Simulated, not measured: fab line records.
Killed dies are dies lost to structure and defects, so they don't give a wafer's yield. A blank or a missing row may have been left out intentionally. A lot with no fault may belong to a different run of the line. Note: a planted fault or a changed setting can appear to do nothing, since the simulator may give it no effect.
Which tool is to blame? / flow berkeley cmos170 / 39 wafers from 13 lots sampled at 2 of the route's 331 steps

WHAT EACH GAUGE READ, for each wafer
The record lacks any reading of a measuring or inspecting step that a usual standard deviation could be used to judge.

WHAT TOOL EACH LOT RAN ON (gives the tool, then ch and the chambers of the sampled wafers, and finally the start)
lot=L146; UCB170_V2_ETCH_14=rie diel-01 ch 0,2,3, day 9 09:01; UCB170_V2_STRIP_15=plasma asher-03 ch 0,1, day 9 09:12
lot=L145; UCB170_V2_ETCH_14=rie diel-03 ch 1,2,3, day 9 09:17; UCB170_V2_STRIP_15=plasma asher-03 ch 0,1, day 9 09:28
lot=L149; UCB170_V2_ETCH_14=rie diel-01 ch 0,2,3, day 9 09:33; UCB170_V2_STRIP_15=plasma asher-02 ch 0,1, day 9 09:44
lot=L148; UCB170_V2_ETCH_14=rie diel-02 ch 0,1,2, day 9 09:50; UCB170_V2_STRIP_15=plasma asher-03 ch 0,1, day 9 10:01
lot=L147; UCB170_V2_ETCH_14=rie diel-02 ch 0,3, day 9 11:47; UCB170_V2_STRIP_15=plasma asher-04 ch 0,1, day 9 12:00
lot=L150; UCB170_V2_ETCH_14=rie diel-03 ch 1,2,3, day 10 15:31; UCB170_V2_STRIP_15=plasma asher-03 ch 0,1, day 10 15:43
lot=L152; UCB170_V2_ETCH_14=rie diel-01 ch 0,1,3, day 10 17:50; UCB170_V2_STRIP_15=plasma asher-03 ch 0,1, day 10 18:01
lot=L151; UCB170_V2_ETCH_14=rie diel-02 ch 0,1, day 10 18:23; UCB170_V2_STRIP_15=plasma asher-02 ch 0,1, day 10 18:34
lot=L154; UCB170_V2_ETCH_14=rie diel-03 ch 0,1,2, day 11 04:54; UCB170_V2_STRIP_15=plasma asher-02 ch 0,1, day 11 05:05
lot=L159; UCB170_V2_ETCH_14=rie diel-03 ch 1,2, day 12 21:02; UCB170_V2_STRIP_15=plasma asher-03 ch 0,1, day 12 21:13
lot=L163; UCB170_V2_ETCH_14=rie diel-02 ch 0,1,3, day 13 05:19; UCB170_V2_STRIP_15=plasma asher-02 ch 0,1, day 13 05:30
lot=L165; UCB170_V2_ETCH_14=rie diel-01 ch 0,2, day 13 11:22; UCB170_V2_STRIP_15=plasma asher-02 ch 0,1, day 13 11:32
lot=L166; UCB170_V2_ETCH_14=rie diel-01 ch 0,1,2, day 13 15:05; UCB170_V2_STRIP_15=plasma asher-03 ch 0,1, day 13 15:16
- UCB170_V2_ETCH_14: etches SiO2 in CHF3/CF4/Ar, stops on Al, target depth 1250 nm, time 291 s.
- UCB170_V2_STRIP_15: strips in O2.

WHAT THE TOOLS THEMSELVES READ (means of the sampled wafers that have a number; where no wafer has one, the mark that the record gives instead)
UCB170_V2_ETCH_14.
lot=L146; tool=rie diel-01; drypump motor current A (A)=6.2; oes product au (a.u.)=0.882; rf fwd power W (W)=697.2; throttle valve pct (%)=7.13
lot=L145; tool=rie diel-03; drypump motor current A (A)=5.6; oes product au (a.u.)=0.876; rf fwd power W (W)=696.7; throttle valve pct (%)=6.93
lot=L149; tool=rie diel-01; drypump motor current A (A)=6.2; oes product au (a.u.)=0.886; rf fwd power W (W)=697.0; throttle valve pct (%)=7.13
lot=L148; tool=rie diel-02; drypump motor current A (A)=6.2; oes product au (a.u.)=0.883; rf fwd power W (W)=697.1; throttle valve pct (%)=7.00
lot=L147; tool=rie diel-02; drypump motor current A (A)=6.2; oes product au (a.u.)=0.870; rf fwd power W (W)=698.1; throttle valve pct (%)=6.87
lot=L150; tool=rie diel-03; drypump motor current A (A)=5.6; oes product au (a.u.)=0.882; rf fwd power W (W)=699.8; throttle valve pct (%)=6.93
lot=L152; tool=rie diel-01; drypump motor current A (A)=5.8; oes product au (a.u.)=0.885; rf fwd power W (W)=698.7; throttle valve pct (%)=7.09
lot=L151; tool=rie diel-02; drypump motor current A (A)=6.4; oes product au (a.u.)=0.871; rf fwd power W (W)=699.8; throttle valve pct (%)=6.98
lot=L154; tool=rie diel-03; drypump motor current A (A)=5.5; oes product au (a.u.)=0.833; rf fwd power W (W)=698.1; throttle valve pct (%)=6.94
lot=L159; tool=rie diel-03; drypump motor current A (A)=5.1; oes product au (a.u.)=0.838; rf fwd power W (W)=697.7; throttle valve pct (%)=6.92
lot=L163; tool=rie diel-02; drypump motor current A (A)=6.3; oes product au (a.u.)=0.878; rf fwd power W (W)=696.8; throttle valve pct (%)=6.93
lot=L165; tool=rie diel-01; drypump motor current A (A)=6.1; oes product au (a.u.)=0.878; rf fwd power W (W)=699.6; throttle valve pct (%)=7.18
lot=L166; tool=rie diel-01; drypump motor current A (A)=5.7; oes product au (a.u.)=0.881; rf fwd power W (W)=698.1; throttle valve pct (%)=7.14

UCB170_V2_STRIP_15.
lot=L146; tool=plasma asher-03; drypump motor current A (A)=5.59; oes product au (a.u.)=0.723; strip time to endpoint s (s)=15.20
lot=L145; tool=plasma asher-03; drypump motor current A (A)=5.59; oes product au (a.u.)=0.720; strip time to endpoint s (s)=15.46
lot=L149; tool=plasma asher-02; drypump motor current A (A)=5.91; oes product au (a.u.)=0.719; strip time to endpoint s (s)=15.38
lot=L148; tool=plasma asher-03; drypump motor current A (A)=5.77; oes product au (a.u.)=0.722; strip time to endpoint s (s)=15.39
lot=L147; tool=plasma asher-04; drypump motor current A (A)=5.18; oes product au (a.u.)=0.722; strip time to endpoint s (s)=15.30
lot=L150; tool=plasma asher-03; drypump motor current A (A)=5.60; oes product au (a.u.)=0.720; strip time to endpoint s (s)=15.39
lot=L152; tool=plasma asher-03; drypump motor current A (A)=5.58; oes product au (a.u.)=0.724; strip time to endpoint s (s)=15.37
lot=L151; tool=plasma asher-02; drypump motor current A (A)=5.92; oes product au (a.u.)=0.717; strip time to endpoint s (s)=15.34
lot=L154; tool=plasma asher-02; drypump motor current A (A)=5.90; oes product au (a.u.)=0.725; strip time to endpoint s (s)=14.84
lot=L159; tool=plasma asher-03; drypump motor current A (A)=5.77; oes product au (a.u.)=0.719; strip time to endpoint s (s)=14.77
lot=L163; tool=plasma asher-02; drypump motor current A (A)=5.80; oes product au (a.u.)=0.720; strip time to endpoint s (s)=15.25
lot=L165; tool=plasma asher-02; drypump motor current A (A)=5.80; oes product au (a.u.)=0.722; strip time to endpoint s (s)=15.39
lot=L166; tool=plasma asher-03; drypump motor current A (A)=5.76; oes product au (a.u.)=0.726; strip time to endpoint s (s)=15.45

THE ANSWER, worked out from the rows above alone
Rule: what is usual is taken from the lots themselves. Put in order of their means at a reading, lots are off if they are a third of the lots or fewer, leave a main group of 4 or more, and stand apart from it by a gap of 3 or more times the standard deviation of the main group's means; of several such gaps the widest counts. A main group whose means are all the same, to the digits that the tables above print for the reading, isn't used. A lot without any number at a reading at which 4 lots or more have one is off too. All remaining lots with rows at the step are treated as sound. First the gauges in route order, then the tools' own readings, where a lot's mean is used as printed above. The first step at which some lot is off is used, and at that step the reading that is off furthest; a lot without a number counts as furthest.
Off: L154, L159 (UCB170_V2_ETCH_14, oes product au). The main group: mean 0.879 a.u., standard deviation 0.005.
A tool fits if, at that step or a process step before it, it ran every lot that is off, and no sound lot after the first of them. One fits: rie diel-03 at UCB170_V2_ETCH_14. Its last sound lot is L150 (day 10 15:31), its first lot that is off L154 (day 11 04:54): a fault that began between those two fits.
The tool's own readings at UCB170_V2_ETCH_14 bear it out: on the lots that are off they differ by more than 5 times the standard deviation of the sound lots' means. oes product au reads 0.835 a.u. there against 0.879 a.u. on the sound lots.

WHAT WAS PUT IN BY THE SIMULATOR
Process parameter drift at UCB170_V2_ETCH_14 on rie diel-03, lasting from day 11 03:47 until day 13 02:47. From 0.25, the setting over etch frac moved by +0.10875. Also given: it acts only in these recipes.
Shown lots that were struck: L154, L159. This agrees with what the rule above found.
